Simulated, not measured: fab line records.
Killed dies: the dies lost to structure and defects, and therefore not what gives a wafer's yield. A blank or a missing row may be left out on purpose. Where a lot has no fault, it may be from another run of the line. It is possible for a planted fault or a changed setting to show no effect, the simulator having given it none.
Check for tools in common	flow berkeley cmos170	Lots sampled 14, wafers sampled 48

## WHY IT WAS OPENED
At UCB170_PLDD_TW_MEAS_11 the reading PLDD_TW is flagged on 2 of 14 lots. Fault-free wafers read 1000, with a standard deviation of 6.2.
Rule: a lot is flagged in two cases, either no wafer of it has a number, or all its wafers with numbers fall more than 4 standard deviations from that mean. As for the other lots, they are considered sound.

lot	measured	on	PLDD_TW, wafer by wafer	flag
L541	day 7 10:24	film metro-03	997 986 988	
L543	day 7 18:39	film metro-03	987 994 990	
L544	day 7 18:56	film metro-03	992 992 995	
L545	day 8 14:19	film metro-01	999 1001 1004	
L547	day 8 14:46	film metro-01	1008 1005 1004	
L546	day 8 14:57	film metro-02	958 955 957 959 958 951	FLAGGED
L548	day 8 15:11	film metro-01	1003 1001 999	
L550	day 9 09:26	film metro-02	958 957 959 957 959 951	FLAGGED
L558	day 11 18:46	film metro-03	998 1000 990	
L559	day 11 19:11	film metro-03	993 1001 992	
L561	day 11 22:04	film metro-01	1009 1007 1007	
L562	day 11 22:20	film metro-02	1002 1007 1003	
L564	day 12 09:47	film metro-03	985 989 995	
L563	day 12 10:11	film metro-01	1006 1002 1000	
The mean of the flagged lots' numbers is 957, -43 from the usual (-7 standard deviations).

## WHICH TOOL EACH LOT WENT THROUGH
The record keeps 1 process step preceding the reading, out of 331 steps on the route. Cell contents, in order: the tool; ch with the chambers the sampled wafers went through; the start.
lot	flag	UCB170_PLDD_IMPLANT_09
L541		implanter-04 ch 0, day 7 10:09
L543		implanter-01 ch 0, day 7 18:26
L544		implanter-04 ch 0, day 7 18:41
L545		implanter-04 ch 0, day 8 14:05
L547		implanter-01 ch 0, day 8 14:34
L546	FLAGGED	implanter-04 ch 0, day 8 14:42
L548		implanter-02 ch 0, day 8 14:56
L550	FLAGGED	implanter-04 ch 0, day 9 09:13
L558		implanter-04 ch 0, day 11 18:31
L559		implanter-02 ch 0, day 11 18:56
L561		implanter-02 ch 0, day 11 21:49
L562		implanter-04 ch 0, day 11 22:05
L564		implanter-01 ch 0, day 12 09:32
L563		implanter-04 ch 0, day 12 09:57
What these steps do:
- UCB170_PLDD_IMPLANT_09
- UCB170_PLDD_TW_MEAS_11

## FLAGGED OVER TOTAL, TOOL BY TOOL (the gauges that took the reading come last)
step	tool	lots run	flagged	share of the flagged lots	sound lots run after its first flagged lot
UCB170_PLDD_IMPLANT_09	implanter-01	3	0	none	-
UCB170_PLDD_IMPLANT_09	implanter-02	3	0	none	-
UCB170_PLDD_IMPLANT_09	implanter-04	8	2	all	3 (L558,L562,L563)
UCB170_PLDD_TW_MEAS_11	film metro-01	5	0	none	-
UCB170_PLDD_TW_MEAS_11	film metro-02	3	2	all	1 (L562)
UCB170_PLDD_TW_MEAS_11	film metro-03	6	0	none	-

## THE TABLE: WHAT IT ALLOWS
In 2 table rows, all flagged lots were run: implanter-04 (UCB170_PLDD_IMPLANT_09), film metro-02 (UCB170_PLDD_TW_MEAS_11).
- implanter-04 at UCB170_PLDD_IMPLANT_09 ran 8 lots, 2 of them flagged. Sound lots followed the first flagged one (L558, L562, L563) on it, something a lasting fault affecting the whole tool could not allow. Its own readings lie more than 4 standard deviations out on every wafer of the flagged lots: dose ions cm2, faraday current uA.
- film metro-02 at UCB170_PLDD_TW_MEAS_11 ran 3 lots, 2 of them flagged. Sound lots followed the first flagged one (L562) on it, something a lasting fault affecting the whole tool could not allow.
None of the table's rows ran every flagged lot and, after the first, no sound lot.

## WHAT THE SIMULATOR PUT IN
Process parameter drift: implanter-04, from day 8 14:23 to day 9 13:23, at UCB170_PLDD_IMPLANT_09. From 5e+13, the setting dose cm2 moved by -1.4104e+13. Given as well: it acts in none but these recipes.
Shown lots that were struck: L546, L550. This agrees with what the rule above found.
